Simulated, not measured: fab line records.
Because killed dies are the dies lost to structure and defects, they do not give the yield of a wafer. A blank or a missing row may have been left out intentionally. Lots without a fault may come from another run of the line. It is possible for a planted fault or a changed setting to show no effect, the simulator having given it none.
fab line records -- flow rit_cmos
record lots=6, wafers=18, last_day=7
route steps=202 shown PSD@143 SDANNEAL@153 M1@202
lots untouched by any fault: they come from a run of this same line in which no faults occurred
start_h: hours from the record's first day to the start of the lot's first wafer shown -- wait_h: how many hours have passed since the lot's step before this one -- " as in the row above -- L1.1+2: a single row standing in for several wafers -- - value missing, or start not given -- * or withheld: withheld -- < > ~ a bound
route shown NAME@n: a module of which the file shows steps, and the number in the route of the first -- usual: mean/standard deviation taken from wafers without a fault -- same: alike in all rows -- chamber/n: place in a boat -- sites: the reading at each site -- _std_site: the values' standard deviation -- _edge_site: mean of outer sites minus mean of inner sites -- radius_mm: how far each site lies from the wafer's centre -- mask NAME#n: copy n -- behind: the most recent tool/chamber to have shaped the wafer -- hold: what put the lot on hold/how long, in hours/how the hold closed -- device: whichever transistor did not switch (one of n, p or np) -- end of line: the route-end tests of the same wafers -- a step without rows: its recipe alone -- killed: not the wafer's yield, but the dies lost to structure and defects at the first sort -- map: a wafer's dies, x killed, . not, _ none there
set.NAME: the setting that was run; set.NAME@STEP: the one run at that earlier step -- model.NAME: the simulator's own value behind a step, which no gauge read
lots at some steps of the route; a table a step, a row a wafer
services: from which hour (start_h, from the record's first day; less than 0 if before it) a tool's chamber was out of use, for how many hours, and why
## steps
# step RIT_PSD_COAT_01
# recipe resist=NOVOLAK, spin_rpm=3191, resist_thk_nm=1000
# step RIT_PSD_SOFTBAKE_02
# recipe resist=NOVOLAK, temp_c=90, time_s=60
# step RIT_PSD_EXPOSE_03
# recipe mask_id=M10, na=0.57, target_cd_nm=40900, dose_mj=250
# step RIT_PSD_PEB_04
# recipe resist=NOVOLAK, temp_c=withheld, time_s=withheld
# step RIT_PSD_DEVELOP_05
# recipe resist=NOVOLAK, develop_time_s=50, dev_temp_c=23
# step RIT_PSD_OVL_MEAS_06
# usual PSD_OVL=-0.2/1.2
lot.wafer,tool,chamber,start_h,wait_h,PSD_OVL[nm]
L401.3,overlay-02,-,127.57,-,-0.4
L401.4,overlay-02,-,127.57,-,-1.0
L401.6,overlay-02,-,127.57,-,-0.9
L402.1,overlay-02,-,130.81,-,-0.6
L402.5,overlay-02,-,130.81,-,-0.5
L402.6,overlay-02,-,130.81,-,1.4
L403.2,overlay-02,-,134.69,-,0.5
L403.5,overlay-02,-,134.69,-,-1.3
L403.6,overlay-02,-,134.69,-,-0.8
L407.1,overlay-02,-,155.61,-,-3.1
L407.2,overlay-02,-,155.61,-,-1.5
L407.3,overlay-02,-,155.61,-,-0.5
L408.2,overlay-02,-,163.69,-,1.8
L408.3,overlay-02,-,163.69,-,-0.5
L408.6,overlay-02,-,163.69,-,0.2
L409.1,overlay-02,-,166.55,-,0.8
L409.2,overlay-02,-,166.55,-,1.5
L409.5,overlay-02,-,166.55,-,-1.1
# step RIT_PSD_HARDBAKE_07
# recipe resist=NOVOLAK, temp_c=140, time_s=60
# step RIT_PSD_IMPLANT_08
# recipe species=BF2, energy_kev=27, dose_cm2=5e+15, tilt_deg=7
# step RIT_PSD_STRIP_09
# recipe chemistry=O2, time_s=180, resist=NOVOLAK, platen_temp_c=withheld, power_w=500, pressure_mtorr=4000, o2_flow_sccm=4000
# usual drypump_motor_current_A=5.6/0.61
lot.wafer,tool,chamber,start_h,wait_h,drypump_motor_current_A,rf_hours_counter_h
L401.3,plasma_asher-03,0,127.95,0.1,6.4,-
L401.4,plasma_asher-03,1,127.95,0.1,6.7,-
L401.6,plasma_asher-03,1,127.95,0.1,6.7,-
L402.1,plasma_asher-04,0,131.15,0.1,5.4,51
L402.5,plasma_asher-04,1,131.15,0.1,4.9,-
L402.6,plasma_asher-04,0,131.15,0.1,5.4,-
L403.2,plasma_asher-04,1,135.05,0.1,4.9,52
L403.5,plasma_asher-04,1,135.05,0.1,4.9,-
L403.6,plasma_asher-04,0,135.05,0.1,5.4,-
L407.1,plasma_asher-03,0,155.95,0.1,6.4,48
L407.2,plasma_asher-03,1,155.95,0.1,6.7,48
L407.3,plasma_asher-03,0,155.95,0.1,6.4,-
L408.2,plasma_asher-01,0,164.02,0.1,5.2,39
L408.3,plasma_asher-01,0,164.02,0.1,5.2,-
L408.6,plasma_asher-01,1,164.02,0.1,5.7,-
L409.1,plasma_asher-01,0,166.88,0.1,5.2,39
L409.2,plasma_asher-01,1,166.88,0.1,5.7,39
L409.5,plasma_asher-01,1,166.88,0.1,5.7,-
# step RIT_PSD_TW_MEAS_10
# usual PSD_TW=3380/20
lot.wafer,tool,chamber,start_h,wait_h,PSD_TW
L401.3,film_metro-02,-,128.09,0.1,3420
L401.4,film_metro-02,-,128.09,0.1,3420
L401.6,film_metro-02,-,128.09,0.1,3417
L402.1,film_metro-03,-,131.32,0.1,3366
L402.5,film_metro-03,-,131.32,0.1,3359
L402.6,film_metro-03,-,131.32,0.1,3357
L403.2,film_metro-04,-,135.23,0.1,3367
L403.5,film_metro-04,-,135.23,0.1,3361
L403.6,film_metro-04,-,135.23,0.1,3365
L407.1,film_metro-02,-,156.12,0.1,3414
L407.2,film_metro-02,-,156.12,0.1,3404
L407.3,film_metro-02,-,156.12,0.1,3395
L408.2,film_metro-03,-,164.21,0.1,3360
L408.3,film_metro-03,-,164.21,0.1,3354
L408.6,film_metro-03,-,164.21,0.1,3375
L409.1,film_metro-04,-,167.06,0.1,3371
L409.2,film_metro-04,-,167.06,0.1,3388
L409.5,film_metro-04,-,167.06,0.1,3373
# step RIT_SDANNEAL_CLEAN_00
# recipe chemistry=SC1, mix=3:3:50, time_s=600, temp_c=75
# step RIT_SDANNEAL_CLEAN_01
# recipe chemistry=dHF, dilution=50:1, time_s=30
# step RIT_SDANNEAL_CLEAN_02
# recipe chemistry=SC2, mix=3:3:50, time_s=600, temp_c=75, dry=n2_spin
# usual run_length_s=628/3.6
lot.wafer,tool,chamber,start_h,wait_h,run_length_s
L401.3,wet_bench-02,0,128.32,0.0,626
L401.4,wet_bench-02,0,128.32,0.0,626
L401.6,wet_bench-02,0,128.32,0.0,626
L402.1,wet_bench-02,1,131.57,0.0,626
L402.5,wet_bench-02,1,131.57,0.0,626
L402.6,wet_bench-02,1,131.57,0.0,626
L403.2,wet_bench-03,2,135.49,0.0,625
L403.5,wet_bench-03,2,135.49,0.0,625
L403.6,wet_bench-03,2,135.49,0.0,625
L407.1,wet_bench-02,3,156.41,0.0,662
L407.2,wet_bench-02,3,156.41,0.0,662
L407.3,wet_bench-02,3,156.41,0.0,662
L408.2,wet_bench-03,2,164.47,0.0,626
L408.3,wet_bench-03,2,164.47,0.0,626
L408.6,wet_bench-03,2,164.47,0.0,626
L409.1,wet_bench-02,3,167.31,0.0,662
L409.2,wet_bench-02,3,167.31,0.0,662
L409.5,wet_bench-02,3,167.31,0.0,662
# step RIT_SDANNEAL_RTA_03
# recipe temp_c=1050, time_s=5, idle_temp_c=600, ramp_up_c_per_s=342, ramp_down_c_per_s=171, cool_to_c=600, ambient=N2
# usual ramp_down_c_per_s=171.00/0.031, wafer_temp_C_max=1053.5/1.2
lot.wafer,tool,chamber,start_h,wait_h,ramp_down_c_per_s,wafer_temp_C_max
L401.3,rtp_anneal-02,0,128.52,0.0,171.00,1053.2
L401.4,rtp_anneal-02,0,128.52,0.0,171.02,1053.7
L401.6,rtp_anneal-02,0,128.52,0.0,170.96,1053.4
L402.1,rtp_anneal-01,0,131.75,0.0,171.04,1052.1
L402.5,rtp_anneal-01,0,131.75,0.0,171.05,1055.5
L402.6,rtp_anneal-01,0,131.75,0.0,171.04,1051.1
L403.2,rtp_anneal-02,0,135.68,0.0,171.02,1053.6
L403.5,rtp_anneal-02,0,135.68,0.0,170.98,1055.8
L403.6,rtp_anneal-02,0,135.68,0.0,171.01,1055.3
L407.1,rtp_anneal-02,0,156.62,0.0,170.97,1054.9
L407.2,rtp_anneal-02,0,156.62,0.0,171.01,1054.4
L407.3,rtp_anneal-02,0,156.62,0.0,170.99,1052.6
L408.2,rtp_anneal-01,0,164.65,0.0,171.02,1053.4
L408.3,rtp_anneal-01,0,164.65,0.0,171.02,1055.3
L408.6,rtp_anneal-01,0,164.65,0.0,171.04,1054.7
L409.1,rtp_anneal-02,0,167.50,0.0,170.94,1054.4
L409.2,rtp_anneal-02,0,167.50,0.0,170.97,1052.1
L409.5,rtp_anneal-02,0,167.50,0.0,170.98,1054.0
# step RIT_M1_PROBE_99
# usual defect_limited_yield=97.3/1.2, killed_at_front_end=7/3.1, killed_dies=7/3.1, killed_on_rim=1.8/1.4, killed_open=3.5/2.1, killed_short=3.5/2, sort_bin_5_function=1.5/0.85, sort_bin_6_memory=1.0/0.68, sort_n_pass=257/3.1, sort_yield_pct=97.3/1.2
# same gross_dies=264, killed_at_M0_to_M3=0, killed_at_M4_up=0, killed_at_back_side=0, killed_at_contacts=0, killed_at_other=0, sort_bin_3_pad_short[%]=0
lot.wafer,tool,chamber,start_h,wait_h,defect_limited_yield[%],killed_at_front_end,killed_dies,killed_on_rim,killed_open,killed_short,sort_bin_5_function[%],sort_bin_6_memory[%],sort_n_pass,sort_yield_pct[%]
L401.3,prober-02,-,136.53,0.2,96.2,10,10,5,7,3,2.3,1.5,254,96.2
L401.4,prober-02,-,136.58,0.2,95.1,13,13,3,6,7,2.7,2.3,251,95.1
L401.6,prober-02,-,136.68,0.2,95.5,12,12,2,3,9,2.3,2.3,252,95.5
L402.1,prober-01,-,139.30,0.1,97.3,7,7,2,5,2,1.1,1.5,257,97.3
L402.5,prober-01,-,139.50,0.2,98.5,4,4,2,3,1,1.1,0.4,260,98.5
L402.6,prober-01,-,139.55,0.2,97.7,6,6,1,2,4,1.5,0.8,258,97.7
L403.2,prober-02,-,143.72,0.1,98.5,4,4,1,4,0,1.1,0.4,260,98.5
L403.5,prober-02,-,143.87,0.2,97.7,6,6,1,2,4,1.9,0.4,258,97.7
L403.6,prober-02,-,143.92,0.2,98.9,3,3,1,1,2,0.4,0.8,261,98.9
L408.2,prober-02,-,172.65,0.1,97.7,6,6,2,4,2,1.9,0.4,258,97.7
L408.3,prober-02,-,172.70,0.2,96.2,10,10,3,6,4,3.0,0.8,254,96.2
L408.6,prober-02,-,172.85,0.2,98.9,3,3,0,3,0,0.4,0.8,261,98.9
# killed by level:class
L401.3 GATE:geometric_particle:open=2 REOX:geometric_particle:open=2 SILICIDE:geometric_particle:open=2 FOX1:geometric_particle:short=1 FOX2:geometric_particle:open=1 GATE:geometric_particle:short=1 REOX:geometric_particle:short=1
L401.4 FOX1:geometric_particle:open=5 FOX1:geometric_particle:short=3 SPACER:geometric_particle:short=2 GATE:geometric_particle:open=1 GATE:geometric_particle:short=1 SILICIDE:geometric_particle:short=1
L401.6 FOX1:geometric_particle:short=3 GATE:geometric_particle:short=3 ACTIVE:geometric_particle:short=1 FOX1:geometric_particle:open=1 GATE:geometric_particle:open=1 SPACER:geometric_particle:short=1 SILICIDE:geometric_particle:open=1 SILICIDE:geometric_particle:short=1
L402.1 SPACER:geometric_particle:open=2 FOX1:geometric_particle:short=1 FOX1:geometric_particle:open=1 FOX2:geometric_particle:open=1 GATE:geometric_particle:open=1 SPACER:geometric_particle:short=1
L402.5 FOX1:geometric_particle:open=2 GATE:geometric_particle:short=1 GATE:geometric_particle:open=1
L402.6 FOX1:geometric_particle:short=2 FOX1:geometric_particle:open=1 FOX2:geometric_particle:short=1 SPACER:geometric_particle:open=1 SPACER:geometric_particle:short=1
L403.2 FOX2:geometric_particle:open=1 GATE:geometric_particle:open=1 SPACER:geometric_particle:open=1 SILICIDE:geometric_particle:open=1
L403.5 FOX1:geometric_particle:short=1 FOX2:geometric_particle:short=1 GATE:geometric_particle:short=1 REOX:geometric_particle:short=1 REOX:geometric_particle:open=1 SILICIDE:geometric_particle:open=1
L403.6 FOX2:geometric_particle:short=1 SPACER:geometric_particle:short=1 SILICIDE:geometric_particle:open=1
L408.2 GATE:geometric_particle:open=2 FOX1:geometric_particle:open=1 GATE:geometric_particle:short=1 REOX:geometric_particle:open=1 SPACER:geometric_particle:short=1
L408.3 GATE:geometric_particle:open=6 GATE:geometric_particle:short=3 SILICIDE:geometric_particle:short=1
L408.6 GATE:geometric_particle:open=2 SILICIDE:geometric_particle:open=1
## services
tool,chamber,start_h,hours,kind
wet_bench-03,-,138.21,3.3,repair
plasma_asher-03,-,144.28,5.9,repair
wet_bench-03,-,159.11,1.3,repair
## key
first_sign step=RIT_SDANNEAL_CLEAN_02, reading=run_length_s, direction=up, sigmas=9.6, usual=*, struck=*
effect none on later readings
met_at RIT_SDANNEAL_CLEAN_02
struck_wafers L407.1,L407.2,L407.3,L409.1,L409.2,L409.5
rows_end L407.1,L407.2,L407.3,L409.1,L409.2,L409.5
onset_between 131.57 156.41
fault kind=process_parameter_drift, tool=wet_bench-02, chamber=-, onset_h=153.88, steps=RIT_SDANNEAL_CLEAN_02, channel=time_s, offset=*, shape=step, end_h=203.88, acts_in=*, stated=*
# rows_end: these wafers met a further fault down the route, and their rows from its step on are left out
